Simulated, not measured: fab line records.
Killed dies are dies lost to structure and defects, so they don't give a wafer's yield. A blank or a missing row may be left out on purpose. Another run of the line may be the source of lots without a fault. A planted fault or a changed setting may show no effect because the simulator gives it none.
One fault through the eyes of 2 desks ; flow rit cmos ; only its own numbers are on each desk; what lay behind them is given at the end

## AT THE TOOL OWNER'S DESK: pvd sputter-04
The tool's own readings at RIT_SILICIDE_SPUTTER_01 (material Ti, target thk 30 nm, time 240 s): means of the sampled wafers that have a number, for each lot that ran on this tool. Any lot whose mean is over 4 standard deviations away from the usual mean is out of limits and marked OUT; that distance is given in the brackets.
Columns: A = chamber pressure pa at RIT_SILICIDE_SPUTTER_01, usual 0.6670 Pa; B = throttle valve pct at RIT_SILICIDE_SPUTTER_01, usual 30.1 %
lot;first seen here;A;B
L231;day 5 13:59;0.6668;30.1
L235;day 6 10:55;0.6432 (-18) OUT;30.7
L237;day 6 21:10;0.6432 (-18) OUT;30.8
This desk's finding: out of limits on L235, L237; first on L235, day 6 10:55 (chamber pressure pa at RIT_SILICIDE_SPUTTER_01). L231 stayed within limits.

## THE METROLOGY DESK
Lot by lot, what the gauges showed, no matter which tool ran the lot: averages of those sampled wafers that carry a number. Any lot whose mean is over 4 standard deviations away from the usual mean is out of limits and marked OUT; that distance is given in the brackets.
Columns: A = SILICIDE_TI_RS at RIT_SILICIDE_RS_MEAS_02, usual 48.0 ohm/sq
lot;first seen here;A
L220;day 3 07:10;48.3
L221;day 3 12:42;47.3
L222;day 3 17:43;48.1
L223;day 3 23:43;47.4
L225;day 4 09:07;48.4
L226;day 4 13:52;47.6
L228;day 5 00:25;48.5
L230;day 5 10:23;48.0
L231;day 5 14:08;49.5
L235;day 6 11:04;45.0 (-4.4) OUT
L236;day 6 17:47;47.6
L237;day 6 21:20;44.6 (-4.9) OUT
L238;day 7 00:38;48.2
L242;day 7 22:11;48.0
This desk's result: L235, L237 out of limits, first on L235 (SILICIDE_TI_RS at RIT_SILICIDE_RS_MEAS_02), day 6 11:04. L220, L221, L222, L223, L225, L226, L228, L230, L231, L236, L238, L242 stayed within limits.

## PUT TOGETHER
The tool owner's desk had the chance to raise an alarm at day 6 10:55 on L235, L237.
L235, L237 would have let the metrology desk raise an alarm at day 6 11:04.
All the named lots went through RIT_SILICIDE_SPUTTER_01 on pvd sputter-04.

## WHAT HAD BEEN PUT IN BY THE SIMULATOR
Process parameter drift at RIT_SILICIDE_SPUTTER_01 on pvd sputter-04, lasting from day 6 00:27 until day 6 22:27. From 0.667, the setting chamber pressure pa moved by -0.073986. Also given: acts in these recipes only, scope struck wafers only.
Struck lots among those shown: L235, L237.
Counting hours from when the fault started, the first reading out of limits came at 10 for the tool owner's desk and at 11 for the metrology desk.
